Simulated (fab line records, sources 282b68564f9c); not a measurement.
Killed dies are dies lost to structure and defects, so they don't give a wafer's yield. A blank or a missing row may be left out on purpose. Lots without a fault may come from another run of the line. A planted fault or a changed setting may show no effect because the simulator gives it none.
A struck lot beside a sound one | flow rit_cmos | 15 steps out of a route of 202
Sound: wafers L633.1, L633.2, L633.5. Struck: wafers L639.1, L639.5. (L639.6 of the same lot was not struck and is left out.) The cause comes at the end.
At each step with rows: each side's tool, then ch and its chambers, then its first start. Under that, the readings that differ: sound wafers | struck wafers | difference of the means | sigmas: that difference in standard deviations of wafers without a fault.
alike: readings whose means differ by less than 2 such deviations, and words and numbers that are the same on both sides. not compared: withheld readings, readings that some wafer has no value for, bounds like >300 that may hide the same value, and numbers for which the record gives no deviation and whose values overlap.
The two part at a step that has a row with sigmas, a row that says differs or no value, or rows on one side only. Numbers that don't overlap but have no deviation are shown without sigmas and don't part them. A reading that every wafer of one side lacks parts them only if that side has two wafers or more.

RIT_ACTIVE_THK_MEAS_02:
  sound on film_metro-01, day 2 18:03; struck on film_metro-01, day 4 00:03
  alike: ACTIVE_OXIDE_THK
then, 1 step without rows for these wafers: RIT_ACTIVE_CVD_03 (deposits Si3N4 from SiH2Cl2/NH3, target thk 150 nm, time 1440 s).
RIT_ACTIVE_THK_MEAS_04:
  sound on film_metro-02, day 2 19:32; struck on film_metro-02, day 4 01:32
  reading                 | sound             | struck      | difference | sigmas
  ACTIVE_NITRIDE_THK (nm) | 145.4 145.8 146.1 | 142.1 141.8 | -3.8       | -3
then, 6 steps without rows for these wafers: RIT_ACTIVE_HMDS_05 (prime time 60 s); RIT_ACTIVE_COAT_06 (resist thk 1000 nm); RIT_ACTIVE_SOFTBAKE_07 (time 60 s); RIT_ACTIVE_EXPOSE_08 (exposes mask M1, target cd 1400 nm); RIT_ACTIVE_PEB_09; RIT_ACTIVE_DEVELOP_10 (develop time 50 s).
RIT_ACTIVE_CD_MEAS_11: target cd 1400 nm.
  sound on cd_sem-01, day 2 20:26; struck on cd_sem-02, day 4 02:35
  alike: cd_nm
then, 1 step without rows for these wafers: RIT_ACTIVE_HARDBAKE_12 (time 60 s).
RIT_ACTIVE_ETCH_13: etches Si3N4 in SF6, stops on SiO2, time 210 s, target depth 210 nm.
  sound on rie_diel-01 ch 0,1, day 2 20:43; struck on rie_diel-02 ch 1,2, day 4 02:51
  alike: chamber_pressure_mTorr, drypump_motor_current_A, oes_product_au, throttle_valve_pct
  not compared: rf_hours_counter_h
RIT_ACTIVE_STRIP_14: strips in O2, time 180 s.
  sound on plasma_asher-01 ch 0,1, day 2 20:50; struck on plasma_asher-03 ch 0, day 4 02:59
  reading                        | sound          | struck    | difference | sigmas
  chamber_pressure_mTorr (mTorr) | 3997 4000 3998 | 6001 6001 | +2003      | +99 or more
  drypump_motor_current_A (A)    | 6.16 5.23 5.22 | 6.10 6.13 | +0.58      | +2
  not compared: rf_hours_counter_h
RIT_ACTIVE_CD_MEAS_90: target cd 1400 nm.
  sound on cd_sem-02, day 2 21:01; struck on cd_sem-01, day 4 03:10
  alike: cd_nm
RIT_M1_PROBE_99:
  the record has rows for the struck wafers here (prober-01, day 5 23:13) and none for the sound ones

WHERE THEY PART
First at RIT_ACTIVE_THK_MEAS_04; last, within this record, at RIT_M1_PROBE_99.

WHY: what the simulator had put in
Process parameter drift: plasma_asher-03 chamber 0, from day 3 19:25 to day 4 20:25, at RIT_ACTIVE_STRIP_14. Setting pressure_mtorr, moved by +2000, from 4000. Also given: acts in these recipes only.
